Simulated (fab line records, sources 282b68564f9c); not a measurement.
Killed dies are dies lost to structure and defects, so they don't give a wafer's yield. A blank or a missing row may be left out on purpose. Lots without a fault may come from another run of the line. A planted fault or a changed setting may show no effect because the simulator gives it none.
Which tool did it? | flow rit_cmos | 14 lots, 42 wafers sampled, at 2 steps of a route of 202

WHAT THE GAUGES READ, wafer by wafer
RIT_NRETRO_TW_MEAS_10.
lot  | measured    | on            | NRETRO_TW
L960 | day 2 07:20 | film_metro-01 | 1052 1057 1053
L962 | day 2 19:17 | film_metro-02 | 1056 1057 1053
L963 | day 3 01:43 | film_metro-03 | 1053 1052 1050
L964 | day 3 07:45 | film_metro-03 | 1050 1045 1053
L967 | day 3 20:22 | film_metro-02 | 1129 1130 1136 1128 1130 1135
L968 | day 4 00:42 | film_metro-03 | 1128 1127 1133 1127 1129 1127
L975 | day 5 10:53 | film_metro-02 | 1054 1047 1055
L976 | day 5 14:11 | film_metro-02 | 1055 1051 1052
L978 | day 6 02:19 | film_metro-01 | 1054 1049 1056
L979 | day 6 07:59 | film_metro-03 | 1049 1053 1046
L980 | day 6 13:27 | film_metro-02 | 1048 1049 1046
L981 | day 6 15:37 | film_metro-01 | 1051 1051 1054
L982 | day 6 21:25 | film_metro-02 | 1044 1045 1051
L983 | day 7 03:25 | film_metro-01 | 1052 1047 1049

WHICH TOOL RAN EACH LOT (tool, then ch and the chambers of the sampled wafers, then the start)
lot  | RIT_NRETRO_IMPLANT_08
L960 | implanter-02 ch 0, day 2 07:02
L962 | implanter-02 ch 0, day 2 18:58
L963 | implanter-01 ch 0, day 3 01:23
L964 | implanter-01 ch 0, day 3 07:26
L967 | implanter-01 ch 0, day 3 20:04
L968 | implanter-01 ch 0, day 4 00:22
L975 | implanter-02 ch 0, day 5 10:34
L976 | implanter-02 ch 0, day 5 13:52
L978 | implanter-02 ch 0, day 6 01:59
L979 | implanter-04 ch 0, day 6 07:40
L980 | implanter-02 ch 0, day 6 13:08
L981 | implanter-04 ch 0, day 6 15:18
L982 | implanter-01 ch 0, day 6 21:07
L983 | implanter-02 ch 0, day 7 03:06
- RIT_NRETRO_IMPLANT_08

WHAT THE TOOLS THEMSELVES READ (means of the sampled wafers that have a number; where no wafer has one, the mark that the record gives instead)
RIT_NRETRO_IMPLANT_08.
lot  | tool         | beam_energy_keV | beam_on_s (s)
L960 | implanter-02 | 70.017          | 10.13
L962 | implanter-02 | 69.982          | 10.01
L963 | implanter-01 | 70.014          | 10.04
L964 | implanter-01 | 70.006          | 10.01
L967 | implanter-01 | 94.507          | 10.12
L968 | implanter-01 | 94.482          | 9.67
L975 | implanter-02 | 69.994          | 10.07
L976 | implanter-02 | 70.001          | 9.99
L978 | implanter-02 | 70.000          | 9.99
L979 | implanter-04 | 69.998          | 10.01
L980 | implanter-02 | 70.013          | 10.16
L981 | implanter-04 | 70.005          | 9.90
L982 | implanter-01 | 69.967          | 10.27
L983 | implanter-02 | 70.010          | 9.92

THE ANSWER, worked out from the rows above alone
Rule: what is usual is taken from the lots themselves. Put in order of their means at a reading, lots are off if they are a third of the lots or fewer, leave a main group of 4 or more, and stand apart from it by a gap of 3 or more times the standard deviation of the main group's means; of several such gaps the widest counts. A main group whose means are all the same, to the digits that the tables above print for the reading, isn't used. A lot without any number at a reading at which 4 lots or more have one is off too. The other lots that the step has rows for count as sound. The gauges are gone through in route order, then the tools' own readings, and for those a lot's mean is taken as printed above. The first step at which some lot is off is used, and at that step the reading that is off furthest; a lot without a number counts as furthest.
Off: L967, L968, at RIT_NRETRO_TW_MEAS_10 (NRETRO_TW). The main group: mean 1051, standard deviation 2.5.
A tool fits if, at a process step before that reading, it ran every lot that is off, and no sound lot after the first of them. The gauges at RIT_NRETRO_TW_MEAS_10 aren't tried: what is off there is off at RIT_NRETRO_IMPLANT_08 too, on other tools, and a gauge's error can't cause that. None of those tried fits.

WHAT THE SIMULATOR HAD PUT IN
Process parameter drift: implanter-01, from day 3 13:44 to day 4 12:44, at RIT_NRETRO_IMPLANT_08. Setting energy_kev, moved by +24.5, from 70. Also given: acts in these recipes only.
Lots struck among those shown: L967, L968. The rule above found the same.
